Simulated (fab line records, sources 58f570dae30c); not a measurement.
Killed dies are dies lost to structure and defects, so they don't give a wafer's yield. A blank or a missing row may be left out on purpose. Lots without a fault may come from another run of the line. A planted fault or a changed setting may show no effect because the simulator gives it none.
Which tool did it? | flow berkeley_cmos170 | 15 lots, 45 wafers sampled, at 6 steps of a route of 331

WHAT THE GAUGES READ, wafer by wafer
UCB170_PLDD_CD_MEAS_06: target cd 1200 nm.
lot  | measured     | on        | cd_nm (nm)
L361 | day 6 20:09  | cd_sem-01 | 1199.8 1199.5 1200.4
L362 | day 7 07:56  | cd_sem-02 | 1200.3 1199.4 1199.6
L364 | day 7 21:25  | cd_sem-01 | 1201.9 1201.3 1202.6
L366 | day 8 13:10  | cd_sem-01 | 1198.3 1198.4 1200.2
L367 | day 8 13:22  | cd_sem-02 | 1197.8 1199.4 1198.7
L371 | day 8 23:14  | cd_sem-01 | 1201.9 1202.1 1200.6
L369 | day 8 23:34  | cd_sem-01 | 1199.5 1199.9 1199.8
L372 | day 9 12:41  | cd_sem-01 | 1201.5 1202.0 1201.1
L373 | day 9 13:13  | cd_sem-01 | 1199.1 1198.4 1199.4
L375 | day 9 13:23  | cd_sem-01 | 1201.9 1202.1 1200.4
L377 | day 10 08:49 | cd_sem-02 | 1202.3 1201.9 1201.5
L378 | day 10 08:59 | cd_sem-02 | 1199.6 1198.8 1198.7
L379 | day 10 19:46 | cd_sem-02 | 1199.8 1200.6 1201.0
L382 | day 11 00:47 | cd_sem-01 | 1201.1 1199.9 1200.6
L381 | day 11 01:04 | cd_sem-01 | 1202.6 1200.8 1200.7

UCB170_V1_CD_MEAS_90: target cd 700 nm.
lot  | measured     | on        | cd_nm (nm)
L361 | day 7 23:29  | cd_sem-02 | 701.3 703.4 701.7
L362 | day 8 11:41  | cd_sem-02 | 701.1 700.3 699.2
L364 | day 9 07:41  | cd_sem-01 | - - -
L366 | day 9 22:08  | cd_sem-01 | - - -
L367 | day 9 22:19  | cd_sem-02 | - - -
L371 | day 10 11:52 | cd_sem-01 | 697.4 696.8 698.6
L369 | day 10 12:07 | cd_sem-02 | 698.1 699.8 699.4
L372 | day 11 00:26 | cd_sem-01 | 700.6 699.9 701.0
L373 | day 11 00:58 | cd_sem-01 | 701.5 700.5 700.0
L375 | day 11 00:41 | cd_sem-01 | 698.5 699.5 700.4
L377 | day 12 01:34 | cd_sem-02 | 701.1 699.3 703.1
L378 | day 12 01:27 | cd_sem-01 | 698.4 697.5 697.4
L379 | day 12 01:49 | cd_sem-01 | 700.6 700.6 701.5
L382 | day 12 05:56 | cd_sem-01 | 701.8 699.6 700.0
L381 | day 12 11:55 | cd_sem-01 | 699.6 700.5 701.2

UCB170_V2_THK_MEAS_04.
lot  | measured     | on            | V2_POLISHED_THK (nm)
L361 | day 8 03:22  | film_metro-03 | 1001.0 1000.0 1000.1
L362 | day 8 16:30  | film_metro-01 | 1001.9 1000.0 1001.4
L371 | day 10 20:01 | film_metro-02 | 1000.6 1001.6 1001.2
L369 | day 10 20:35 | film_metro-01 | 999.2 1001.0 1001.9
L372 | day 11 05:55 | film_metro-03 | 1000.8 1000.9 1000.8
L373 | day 11 06:25 | film_metro-02 | 1001.1 1000.3 999.5
L375 | day 11 06:23 | film_metro-03 | 997.4 1001.1 999.3
L377 | day 12 05:09 | film_metro-02 | 1001.6 1000.1 999.3
L378 | day 12 04:56 | film_metro-01 | 999.4 998.8 1000.1
L379 | day 12 05:17 | film_metro-03 | 997.2 997.4 998.5
L382 | day 12 10:21 | film_metro-03 | 999.7 999.1 998.5
L381 | day 12 18:56 | film_metro-02 | 1000.3 999.6 999.9

WHICH TOOL RAN EACH LOT (tool, then ch and the chambers of the sampled wafers, then the start)
lot  | UCB170_SPACER_CVD_00            | UCB170_V1_ETCH_14                  | UCB170_V1_STRIP_15
L361 | pecvd-02 ch 0,1, day 6 23:03    | rie_diel-03 ch 1,2, day 7 23:12    | plasma_asher-03 ch 0,1, day 7 23:23
L362 | pecvd-01 ch 0,1,2, day 7 10:29  | rie_diel-02 ch 0,1,2, day 8 11:21  | plasma_asher-02 ch 0,1, day 8 11:34
L364 | pecvd-01 ch 0,1, day 8 00:26    | rie_diel-03 ch 0,2,3, day 9 07:23  | plasma_asher-03 ch 0,1, day 9 07:34
L366 | pecvd-02 ch 0,2, day 8 16:36    | rie_diel-01 ch 0,1,3, day 9 21:49  | plasma_asher-03 ch 0,1, day 9 22:02
L367 | pecvd-04 ch 0,1,2, day 8 16:38  | rie_diel-02 ch 0,2,3, day 9 22:02  | plasma_asher-02 ch 0,1, day 9 22:13
L371 | pecvd-02 ch 0,1,2, day 9 02:35  | rie_diel-02 ch 0,2,3, day 10 11:33 | plasma_asher-03 ch 0,1, day 10 11:46
L369 | pecvd-04 ch 1,2, day 9 03:12    | rie_diel-01 ch 1,2, day 10 11:50   | plasma_asher-03 ch 0,1, day 10 12:01
L372 | pecvd-02 ch 1,2, day 9 15:29    | rie_diel-01 ch 0,1,2, day 11 00:07 | plasma_asher-03 ch 0,1, day 11 00:20
L373 | pecvd-04 ch 1,2, day 9 16:13    | rie_diel-02 ch 1,2, day 11 00:40   | plasma_asher-03 ch 0,1, day 11 00:51
L375 | pecvd-01 ch 0,2, day 9 16:34    | rie_diel-03 ch 1,2,3, day 11 00:23 | plasma_asher-01 ch 0,1, day 11 00:34
L377 | pecvd-04 ch 0,1,2, day 10 12:47 | rie_diel-02 ch 1,2,3, day 12 01:20 | plasma_asher-02 ch 0,1, day 12 01:27
L378 | pecvd-01 ch 0,2, day 10 13:07   | rie_diel-01 ch 0,3, day 12 01:10   | plasma_asher-01 ch 0,1, day 12 01:21
L379 | pecvd-04 ch 0,1, day 11 02:01   | rie_diel-03 ch 0,3, day 12 01:31   | plasma_asher-03 ch 0,1, day 12 01:41
L382 | pecvd-02 ch 0,1,2, day 11 04:21 | rie_diel-03 ch 1,2,3, day 12 05:36 | plasma_asher-01 ch 0,1, day 12 05:47
L381 | pecvd-02 ch 0,2, day 11 05:05   | rie_diel-01 ch 0,1,3, day 12 11:38 | plasma_asher-01 ch 0,1, day 12 11:49
- UCB170_SPACER_CVD_00: deposits SiO2 from TEOS/O2, target thk 376 nm, time 47 s.
- UCB170_V1_ETCH_14: etches SiO2 in CHF3/CF4/Ar, stops on Al, target depth 1250 nm, time 291 s.
- UCB170_V1_STRIP_15: strips in O2.

WHAT THE TOOLS THEMSELVES READ (means of the sampled wafers that have a number; where no wafer has one, the mark that the record gives instead)
UCB170_SPACER_CVD_00.
lot  | tool     | heater_power_w (W) | rf_fwd_power_W (W)
L361 | pecvd-02 | 242                | 543
L362 | pecvd-01 | 252                | 546
L364 | pecvd-01 | 238                | 546
L366 | pecvd-02 | 228                | 544
L367 | pecvd-04 | 306                | 543
L371 | pecvd-02 | 255                | 545
L369 | pecvd-04 | 312                | 547
L372 | pecvd-02 | 193                | 545
L373 | pecvd-04 | 311                | 547
L375 | pecvd-01 | 225                | 545
L377 | pecvd-04 | 302                | 543
L378 | pecvd-01 | 227                | 547
L379 | pecvd-04 | 294                | 540
L382 | pecvd-02 | 219                | 545
L381 | pecvd-02 | 265                | 546

UCB170_V1_ETCH_14.
lot  | tool        | CHF3_flow_sccm (sccm) | cf4_flow_sccm (sccm) | drypump_motor_current_A (A) | mfc_ar_sccm (sccm) | oes_product_au (a.u.) | rf_fwd_power_W (W) | throttle_valve_pct (%)
L361 | rie_diel-03 | 45.19                 | 15.06                | 6.2                         | 150.0              | 0.850                 | 699.5              | 6.81
L362 | rie_diel-02 | 44.93                 | 15.01                | 5.6                         | 149.8              | 0.859                 | 701.1              | 6.86
L364 | rie_diel-03 | -                     | -                    | -                           | -                  | -                     | -                  | -
L366 | rie_diel-01 | -                     | -                    | -                           | -                  | -                     | -                  | -
L367 | rie_diel-02 | -                     | -                    | -                           | -                  | -                     | -                  | -
L371 | rie_diel-02 | 45.04                 | 14.98                | 5.8                         | 150.8              | 0.863                 | 699.0              | 6.89
L369 | rie_diel-01 | 44.94                 | 15.01                | 5.2                         | 150.4              | 0.874                 | 697.8              | 7.00
L372 | rie_diel-01 | 45.04                 | 15.02                | 5.4                         | 149.9              | 0.875                 | 700.3              | 6.96
L373 | rie_diel-02 | 45.00                 | 15.01                | 5.6                         | 149.9              | 0.847                 | 698.5              | 6.82
L375 | rie_diel-03 | 44.95                 | 14.98                | 5.8                         | 149.6              | 0.853                 | 699.7              | 6.89
L377 | rie_diel-02 | 44.95                 | 14.95                | 5.5                         | 149.7              | 0.854                 | 701.0              | 6.89
L378 | rie_diel-01 | 44.90                 | 14.94                | 5.4                         | 150.0              | 0.870                 | 699.9              | 6.86
L379 | rie_diel-03 | 45.03                 | 14.96                | 5.6                         | 150.0              | 0.864                 | 699.5              | 6.99
L382 | rie_diel-03 | 44.94                 | 15.01                | 5.8                         | 149.9              | 0.853                 | 696.3              | 6.90
L381 | rie_diel-01 | 44.98                 | 14.95                | 5.2                         | 150.0              | 0.866                 | 700.0              | 6.92

UCB170_V1_STRIP_15.
lot  | tool            | drypump_motor_current_A (A) | oes_product_au (a.u.) | strip_time_to_endpoint_s (s)
L361 | plasma_asher-03 | 5.65                        | 0.723                 | 15.23
L362 | plasma_asher-02 | 5.46                        | 0.718                 | 15.32
L364 | plasma_asher-03 | 5.59                        | 0.737                 | 21.59
L366 | plasma_asher-03 | 5.59                        | 0.735                 | 21.64
L367 | plasma_asher-02 | 5.48                        | 0.732                 | 21.62
L371 | plasma_asher-03 | 5.60                        | 0.723                 | 15.24
L369 | plasma_asher-03 | 5.59                        | 0.723                 | 15.23
L372 | plasma_asher-03 | 5.66                        | 0.724                 | 15.25
L373 | plasma_asher-03 | 5.60                        | 0.721                 | 15.39
L375 | plasma_asher-01 | 5.48                        | 0.722                 | 15.38
L377 | plasma_asher-02 | 5.47                        | 0.724                 | 15.28
L378 | plasma_asher-01 | 5.46                        | 0.721                 | 15.37
L379 | plasma_asher-03 | 5.67                        | 0.721                 | 15.34
L382 | plasma_asher-01 | 5.48                        | 0.718                 | 15.24
L381 | plasma_asher-01 | 5.70                        | 0.721                 | 15.39

THE ANSWER, worked out from the rows above alone
Rule: what is usual is taken from the lots themselves. Put in order of their means at a reading, lots are off if they are a third of the lots or fewer, leave a main group of 4 or more, and stand apart from it by a gap of 3 or more times the standard deviation of the main group's means; of several such gaps the widest counts. A main group whose means are all the same, to the digits that the tables above print for the reading, isn't used. A lot without any number at a reading at which 4 lots or more have one is off too. The other lots that the step has rows for count as sound. The gauges are gone through in route order, then the tools' own readings, and for those a lot's mean is taken as printed above. The first step at which some lot is off is used, and at that step the reading that is off furthest; a lot without a number counts as furthest.
Off: L364, L366, L367, at UCB170_V1_CD_MEAS_90 (cd_nm). Without a number there: L364, L366, L367. The main group: mean 700.0 nm, standard deviation 1.3.
A tool fits if, at a process step before that reading, it ran every lot that is off, and no sound lot after the first of them. The gauges at UCB170_V1_CD_MEAS_90 aren't tried: what is off there is off at UCB170_V1_ETCH_14 too, on other tools, and a gauge's error can't cause that. None of those tried fits.

WHAT THE SIMULATOR HAD PUT IN
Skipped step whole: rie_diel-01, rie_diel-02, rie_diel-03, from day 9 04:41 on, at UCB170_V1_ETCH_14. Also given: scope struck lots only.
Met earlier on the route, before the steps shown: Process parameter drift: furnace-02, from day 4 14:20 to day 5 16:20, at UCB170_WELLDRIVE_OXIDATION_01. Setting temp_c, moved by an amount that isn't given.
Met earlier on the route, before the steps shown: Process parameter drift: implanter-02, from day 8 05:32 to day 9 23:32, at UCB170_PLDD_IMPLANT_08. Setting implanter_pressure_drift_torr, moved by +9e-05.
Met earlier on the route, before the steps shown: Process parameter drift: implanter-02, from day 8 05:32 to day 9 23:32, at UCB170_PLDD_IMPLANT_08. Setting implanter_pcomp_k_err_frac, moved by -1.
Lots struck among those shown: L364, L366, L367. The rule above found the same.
